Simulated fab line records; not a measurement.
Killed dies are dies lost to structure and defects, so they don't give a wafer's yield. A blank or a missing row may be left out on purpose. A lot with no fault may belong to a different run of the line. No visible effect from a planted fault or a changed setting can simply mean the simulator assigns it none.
Split-lot study :: flow rit-cmos :: 23 wafers read across 5 lots, on a route 202 steps long

== THE SPLIT ITSELF ==
At RIT_PWELL_IMPLANT_08, the setting energy-kev was moved away from the recipe's 170 on 6 of the 23 wafers read, by -4.2% to +5.0%. For the rest of the wafers, this setting stayed at what the recipe calls for.

Reading taken at the split's own step.

== THE READING ==
In nm, at RIT_PWELL_IMPLANT_08: implant.drp-nm, which is the simulator's own figure and was read by no gauge. There is no usual value for it anywhere in the file.

wafer: L077.1
tool, chamber at the split: implanter-02, 0
energy-kev as run: 178.5
against the recipe: +5.0%
implant.drp-nm, nm: 104.2
against lot-mates on the recipe: +1.3

wafer: L077.4
tool, chamber at the split: implanter-02, 0
energy-kev as run: 178.5
against the recipe: +5.0%
implant.drp-nm, nm: 104.2
against lot-mates on the recipe: +1.3

wafer: L077.2
tool, chamber at the split: implanter-02, 0
energy-kev as run: 170
against the recipe: recipe
implant.drp-nm, nm: 102.9
against lot-mates on the recipe: -

wafer: L077.5
tool, chamber at the split: implanter-02, 0
energy-kev as run: 170
against the recipe: recipe
implant.drp-nm, nm: 102.9
against lot-mates on the recipe: -

wafer: L077.6
tool, chamber at the split: implanter-02, 0
energy-kev as run: 170
against the recipe: recipe
implant.drp-nm, nm: 102.9
against lot-mates on the recipe: -

wafer: L079.1
tool, chamber at the split: implanter-01, 0
energy-kev as run: 170
against the recipe: recipe
implant.drp-nm, nm: 102.9
against lot-mates on the recipe: -

wafer: L079.2
tool, chamber at the split: implanter-01, 0
energy-kev as run: 170
against the recipe: recipe
implant.drp-nm, nm: 102.9
against lot-mates on the recipe: -

wafer: L079.3
tool, chamber at the split: implanter-01, 0
energy-kev as run: 170
against the recipe: recipe
implant.drp-nm, nm: 102.9
against lot-mates on the recipe: -

wafer: L079.4
tool, chamber at the split: implanter-01, 0
energy-kev as run: 170
against the recipe: recipe
implant.drp-nm, nm: 102.9
against lot-mates on the recipe: -

wafer: L079.6
tool, chamber at the split: implanter-01, 0
energy-kev as run: 170
against the recipe: recipe
implant.drp-nm, nm: 102.9
against lot-mates on the recipe: -

wafer: L081.2
tool, chamber at the split: implanter-02, 0
energy-kev as run: 170
against the recipe: recipe
implant.drp-nm, nm: 102.9
against lot-mates on the recipe: -

wafer: L081.5
tool, chamber at the split: implanter-02, 0
energy-kev as run: 170
against the recipe: recipe
implant.drp-nm, nm: 102.9
against lot-mates on the recipe: -

wafer: L081.6
tool, chamber at the split: implanter-02, 0
energy-kev as run: 170
against the recipe: recipe
implant.drp-nm, nm: 102.9
against lot-mates on the recipe: -

wafer: L082.1
tool, chamber at the split: implanter-04, 0
energy-kev as run: 162.8
against the recipe: -4.2%
implant.drp-nm, nm: 101.3
against lot-mates on the recipe: -1.6

wafer: L082.6
tool, chamber at the split: implanter-04, 0
energy-kev as run: 162.8
against the recipe: -4.2%
implant.drp-nm, nm: 101.3
against lot-mates on the recipe: -1.6

wafer: L082.2
tool, chamber at the split: implanter-04, 0
energy-kev as run: 170
against the recipe: recipe
implant.drp-nm, nm: 102.9
against lot-mates on the recipe: -

wafer: L082.3
tool, chamber at the split: implanter-04, 0
energy-kev as run: 170
against the recipe: recipe
implant.drp-nm, nm: 102.9
against lot-mates on the recipe: -

wafer: L082.4
tool, chamber at the split: implanter-04, 0
energy-kev as run: 170
against the recipe: recipe
implant.drp-nm, nm: 102.9
against lot-mates on the recipe: -

wafer: L085.2
tool, chamber at the split: implanter-02, 0
energy-kev as run: 166.8
against the recipe: -1.9%
implant.drp-nm, nm: 102.2
against lot-mates on the recipe: -0.7

wafer: L085.3
tool, chamber at the split: implanter-02, 0
energy-kev as run: 166.8
against the recipe: -1.9%
implant.drp-nm, nm: 102.2
against lot-mates on the recipe: -0.7

wafer: L085.4
tool, chamber at the split: implanter-02, 0
energy-kev as run: 170
against the recipe: recipe
implant.drp-nm, nm: 102.9
against lot-mates on the recipe: -

wafer: L085.5
tool, chamber at the split: implanter-02, 0
energy-kev as run: 170
against the recipe: recipe
implant.drp-nm, nm: 102.9
against lot-mates on the recipe: -

wafer: L085.6
tool, chamber at the split: implanter-02, 0
energy-kev as run: 170
against the recipe: recipe
implant.drp-nm, nm: 102.9
against lot-mates on the recipe: -

THE FIT
A straight line over all 23 wafers: implant.drp-nm changes by +0.313 nm for each +1% of energy-kev; r = +0.99; the points scatter about the line by 0.11 nm.
The same after taking each lot's own level away (the mean of its wafers on the recipe; 23 wafers): +0.313 nm for each +1%; r = +0.99; scatter 0.11 nm.
According to that fit, moving energy-kev by its largest amount changes the reading by 1.6 nm.
The lots' own levels span 102.90 to 102.90 nm.
The two slopes are in agreement: the lot-to-lot level therefore moves the slope only a little.
Check: +1.61 nm against its lot-mates is what the line predicts for one of the wafers moved furthest among these (+5.0%) when that wafer is left out of the fit. Against them it came out at +1.3 nm.

== OTHER SPLITS APPLIED TO THESE WAFERS ==
These wafers also went through other splits before the reading. Each is held against what the fit with the lots' levels taken away leaves over:
other split on the same wafers: RIT_ACTIVE_COAT_06 spin-rpm
wafers away from the commonest value: 11
r with implant.drp-nm (lot level and that fit taken away): +0.07

other split on the same wafers: RIT_NWELL_IMPLANT_08 energy-kev
wafers away from the commonest value: 8
r with implant.drp-nm (lot level and that fit taken away): +0.17

other split on the same wafers: RIT_PWELL_COAT_01 resist-thk-nm
wafers away from the commonest value: 10
r with implant.drp-nm (lot level and that fit taken away): +0.02

== THE WHOLE CHAIN: every reading that the file lists as answering this split, in the file's order ==
step: RIT_PWELL_IMPLANT_08
what it does: 
reading: implant.rp-nm (the simulator's own value, which no gauge read)
change (the file's fit): +3.64 nm for each +1% of the setting
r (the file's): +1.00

step: RIT_PWELL_IMPLANT_08
what it does: 
reading: implant.drp-nm (the simulator's own value, which no gauge read)
change (the file's fit): +0.315 nm for each +1% of the setting
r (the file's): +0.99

== FILE'S OWN FIT ==
implant.drp-nm changes by +0.315 nm for each +1% of energy-kev, r = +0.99.
